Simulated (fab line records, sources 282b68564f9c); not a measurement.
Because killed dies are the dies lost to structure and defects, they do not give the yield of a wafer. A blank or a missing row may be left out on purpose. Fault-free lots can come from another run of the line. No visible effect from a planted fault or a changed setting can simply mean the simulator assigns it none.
8D (eight disciplines) problem report, filled in by code :: flow rit cmos :: the parts of the form that need people (team, actions taken, sign-off) are left out

== 1. THE PROBLEM ==
At RIT_PSD_HARDBAKE_07, heater power total W averages 60.92 W over 6 wafers from 2 lots, while fault-free wafers read 62.55 W, standard deviation 0.045. That puts it -36 standard deviations away from the usual mean.
The step: time 60 s.
Earliest sighting: wafer L238.1 on litho track-04 at day 6 08:35. Wafers with a number at this step in the record: 18, from 6 lots. Rule for "out", or "out of limits": more than 4 standard deviations from the usual mean. The other wafers with a number count as sound.

== 2. WHAT IT IS AND WHAT IT IS NOT ==
question: which readings at this step
is: heater power total W, plate temp C
is not: exhaust pa

question: which lots
is: L238, L239
is not: L229, L235, L240, L241

question: which wafers of those lots
is: all that have a number
is not: -

question: read on which tools
is: litho track-04
is not: litho track-01, litho track-03

question: when
is: from day 6 08:35
is not: up to then (6 sound wafers); but 6 sound wafers of L240, L241 came after

== 3. SUSPECTS, AND WHAT RULES EACH OUT ==
Counting: a tool stays on the suspect list if, at a process step up to the reading, it processed all lots that are out and no sound lot following the first of them.
- litho track-04 at RIT_PSD_HARDBAKE_07 (time 60 s): kept. All lots that are out passed through it, beginning with L238 at day 6 08:35, and no sound lot followed; its final sound lot before that point was L229 at day 4 10:44. Its own readings are out on those wafers: heater power total W, plate temp C.
Left after counting: litho track-04 at RIT_PSD_HARDBAKE_07.

== 4. THE CAUSE (what the simulator had put in) ==
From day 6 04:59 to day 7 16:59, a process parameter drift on litho track-04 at RIT_PSD_HARDBAKE_07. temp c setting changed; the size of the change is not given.
After counting, this tool was the only one left.

== 5. SEQUENCE OF EFFECTS, ordered by route ==
Rows list readings where the struck wafers' mean (over those with a number) sits beyond 3 standard deviations from the usual. Only readings whose record carries a usual standard deviation are examined. hours: median over the lots of the time between each lot's start at the first step of this table that gives one and its start at this step. sigmas: the change, counted in usual standard deviations.
hours: 0
step: RIT_PSD_HARDBAKE_07
reading: heater power total W
usual: 62.55 W
on struck wafers: 60.92
change: -1.63
sigmas: -36

hours: 0
step: RIT_PSD_HARDBAKE_07
reading: plate temp C
usual: 140.01 C
on struck wafers: 137.29
change: -2.72
sigmas: -19
It contains these process steps:
- RIT_PSD_HARDBAKE_07: time 60 s.

== 6. HOW IT WOULD HAVE BEEN CAUGHT EARLIER ==
First out-of-limits reading in this record: day 6 08:35, which is 4 hours after fault onset at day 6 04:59.
